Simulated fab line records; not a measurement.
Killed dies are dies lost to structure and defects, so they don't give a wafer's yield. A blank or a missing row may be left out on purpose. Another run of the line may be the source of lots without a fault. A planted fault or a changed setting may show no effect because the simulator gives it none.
A single fault, viewed from 2 desks / flow berkeleyCmos170 / what lay behind the numbers comes last; until then each desk has only its own

THE METROLOGY DESK
Lot by lot, what the gauges showed, no matter which tool ran the lot: averages of those sampled wafers that carry a number. A lot is out of limits, marked OUT, if its mean lies more than 4 standard deviations from the usual mean; the brackets give that distance.
Columns: A = NLDD_TW at UCB170_NLDD_TW_MEAS_11, usual 2191; B = NLDD_RS at UCB170_SDANNEAL_RS_MEAS_05, usual 619.0 ohm/sq
lot=L334; first seen here=day 7 16:49; A=2182; B=619.8
lot=L336; first seen here=day 7 21:55; A=2186; B=618.0
lot=L339; first seen here=day 8 17:19; A=2227; B=619.8
lot=L340; first seen here=day 8 17:35; A=2192; B=619.2
lot=L338; first seen here=day 8 17:52; A=2224; B=621.3
lot=L341; first seen here=day 9 01:08; A=2187; B=617.0
lot=L343; first seen here=day 9 01:39; A=2185; B=618.1
lot=L342; first seen here=day 9 01:52; A=2181; B=620.3
lot=L346; first seen here=day 10 11:29; A=2192; B=618.3
lot=L349; first seen here=day 10 11:48; A=2295 (+7.0) OUT; B=581.2 (-25) OUT
lot=L347; first seen here=day 10 11:59; A=2196; B=618.6
lot=L351; first seen here=day 11 03:37; A=2296 (+7.0) OUT; B=578.3 (-27) OUT
lot=L356; first seen here=day 11 20:22; A=2166; B=619.5
lot=L354; first seen here=day 11 22:11; A=2207; B=620.4
Per this desk, out of limits: L349, L351; the first was L349, day 10 11:48 (NLDD_TW at UCB170_NLDD_TW_MEAS_11). Within limits: L334, L336, L339, L340, L338, L341, L343, L342, L346, L347, L356, L354.

FOR THE TOOL OWNER'S DESK: implanter-01
For each lot that ran on this tool, the mean over its sampled wafers that have a number, from the tool's own readings at UCB170_NLDD_IMPLANT_09. A lot is out of limits, marked OUT, if its mean lies more than 4 standard deviations from the usual mean; the brackets give that distance.
Columns: A = beamEnergyKeV at UCB170_NLDD_IMPLANT_09, usual 30.000
lot=L339; first seen here=day 8 17:05; A=30.004
lot=L341; first seen here=day 9 00:53; A=29.998
lot=L342; first seen here=day 9 01:38; A=29.990
lot=L346; first seen here=day 10 11:14; A=30.004
lot=L349; first seen here=day 10 11:34; A=40.501 (+99 or more) OUT
lot=L351; first seen here=day 11 03:23; A=40.499 (+99 or more) OUT
This desk's verdict: out of limits on L349, L351, starting with L349 at day 10 11:34 (beamEnergyKeV at UCB170_NLDD_IMPLANT_09). Within limits: L339, L341, L342, L346.

PUT TOGETHER
An alarm could have come from the tool owner's desk at day 10 11:34, on L349, L351.
L349, L351 would have let the metrology desk raise an alarm at day 10 11:48.
The lots listed all ran UCB170_NLDD_IMPLANT_09 on implanter-01.

WHAT THE SIMULATOR PUT IN
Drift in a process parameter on implanter-01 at UCB170_NLDD_IMPLANT_09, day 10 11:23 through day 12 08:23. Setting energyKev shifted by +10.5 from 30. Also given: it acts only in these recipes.
Struck lots among those shown: L349, L351.
Delay (hours) between the fault's onset and each desk's first out-of-limits reading: 0 at the tool owner's desk, 0 at the metrology desk.
